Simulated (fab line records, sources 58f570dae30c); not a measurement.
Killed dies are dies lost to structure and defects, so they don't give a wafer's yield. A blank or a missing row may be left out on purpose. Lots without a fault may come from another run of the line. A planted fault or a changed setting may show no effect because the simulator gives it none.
Which tool did it? | flow berkeley_cmos170 | 16 lots, 48 wafers sampled, at 3 steps of a route of 331

WHAT THE GAUGES READ, wafer by wafer
UCB170_PLDD_TW_MEAS_11. Usual: PLDD_TW 1017, standard deviation 6.7.
lot  | measured     | on            | PLDD_TW        | flag
L462 | day 6 16:39  | film_metro-01 | 1023 1019 1021 |
L463 | day 6 17:12  | film_metro-02 | 1021 1020 1019 |
L460 | day 6 17:23  | film_metro-01 | 1021 1024 1018 |
L465 | day 7 05:49  | film_metro-01 | 1015 1016 1023 |
L464 | day 7 05:59  | film_metro-04 | 1000 1005 1001 |
L467 | day 7 23:40  | film_metro-04 | 1001 1004 1003 |
L466 | day 7 23:54  | film_metro-01 | 1019 1020 1017 |
L468 | day 8 04:53  | film_metro-02 | 1028 1024 1023 |
L469 | day 8 05:08  | film_metro-02 | 1025 1023 1028 |
L471 | day 8 22:14  | film_metro-04 | 1003 1001 1001 |
L472 | day 8 22:35  | film_metro-02 | 1024 1024 1022 |
L473 | day 9 04:20  | film_metro-02 | 1015 1017 1012 |
L474 | day 9 17:31  | film_metro-04 | 880 883 885    | OFF
L475 | day 9 17:42  | film_metro-02 | 890 886 889    | OFF
L476 | day 10 06:13 | film_metro-02 | 888 889 887    | OFF
L477 | day 10 06:29 | film_metro-04 | 888 884 890    | OFF

UCB170_SDANNEAL_RS_MEAS_04: measures by four-point-probe. Usual: PLDD_RS 1031.2 ohm/sq, standard deviation 2.8.
lot  | measured     | on            | PLDD_RS (ohm/sq)     | flag
L462 | day 7 11:43  | film_metro-04 | 1030.0 1029.5 1030.1 |
L463 | day 7 09:53  | film_metro-02 | 1030.8 1032.9 1028.6 |
L460 | day 7 11:34  | film_metro-02 | 1033.5 1032.6 1033.3 |
L465 | day 7 16:23  | film_metro-04 | 1031.8 1031.1 1029.5 |
L464 | day 7 16:13  | film_metro-02 | 1034.4 1034.9 1034.2 |
L467 | day 8 11:24  | film_metro-02 | 1027.9 1028.7 1029.5 |
L466 | day 8 11:55  | film_metro-01 | 1028.3 1029.8 1031.4 |
L468 | day 8 17:02  | film_metro-04 | 1030.6 1026.8 1028.6 |
L469 | day 8 17:25  | film_metro-02 | 1033.3 1036.1 1030.6 |
L471 | day 9 11:28  | film_metro-02 | 1032.9 1035.9 1035.5 |
L472 | day 9 11:56  | film_metro-04 | 1029.5 1034.1 1029.7 |
L473 | day 9 17:14  | film_metro-01 | 1031.1 1037.3 1035.7 |
L474 | day 10 06:50 | film_metro-04 | 930.4 929.5 930.3    | OFF
L475 | day 10 07:22 | film_metro-01 | 927.7 928.4 933.3    | OFF
L476 | day 10 16:22 | film_metro-01 | 924.8 926.4 924.2    | OFF
L477 | day 10 16:04 | film_metro-04 | 931.2 932.3 929.1    | OFF

WHICH TOOL RAN EACH LOT (tool, then ch and the chambers of the sampled wafers, then the start)
lot  | UCB170_PLDD_IMPLANT_09
L462 | implanter-04 ch 0, day 6 16:25
L463 | implanter-04 ch 0, day 6 16:58
L460 | implanter-03 ch 0, day 6 17:10
L465 | implanter-04 ch 0, day 7 05:35
L464 | implanter-03 ch 0, day 7 05:44
L467 | implanter-03 ch 0, day 7 23:25
L466 | implanter-02 ch 0, day 7 23:42
L468 | implanter-03 ch 0, day 8 04:38
L469 | implanter-02 ch 0, day 8 04:54
L471 | implanter-04 ch 0, day 8 21:59
L472 | implanter-03 ch 0, day 8 22:20
L473 | implanter-02 ch 0, day 9 04:05
L474 | implanter-03 ch 0, day 9 17:16
L475 | implanter-04 ch 0, day 9 17:27
L476 | implanter-02 ch 0, day 10 05:58
L477 | implanter-03 ch 0, day 10 06:16
- UCB170_PLDD_IMPLANT_09

WHAT THE TOOLS THEMSELVES READ (means of the sampled wafers that have a number; where no wafer has one, the mark that the record gives instead)
The record holds no such reading with a usual standard deviation.

THE ANSWER, worked out from the rows above alone
Rule: a lot is off if the mean of its wafers that have a number lies more than 3 standard deviations from the usual mean. A lot without any number at a reading at which 4 lots or more have one is off too. The other lots that the step has rows for count as sound. The gauges are gone through in route order, then the tools' own readings, and for those a lot's mean is taken as printed above. The first step at which some lot is off is used, and at that step the reading that is off furthest; a lot without a number counts as furthest.
Off: L474, L475, L476, L477, at UCB170_PLDD_TW_MEAS_11 (PLDD_TW).
A tool fits if, at a process step before that reading, it ran every lot that is off, and no sound lot after the first of them. The gauges at UCB170_PLDD_TW_MEAS_11 are tried like those tools. None of those tried fits.

WHAT THE SIMULATOR HAD PUT IN
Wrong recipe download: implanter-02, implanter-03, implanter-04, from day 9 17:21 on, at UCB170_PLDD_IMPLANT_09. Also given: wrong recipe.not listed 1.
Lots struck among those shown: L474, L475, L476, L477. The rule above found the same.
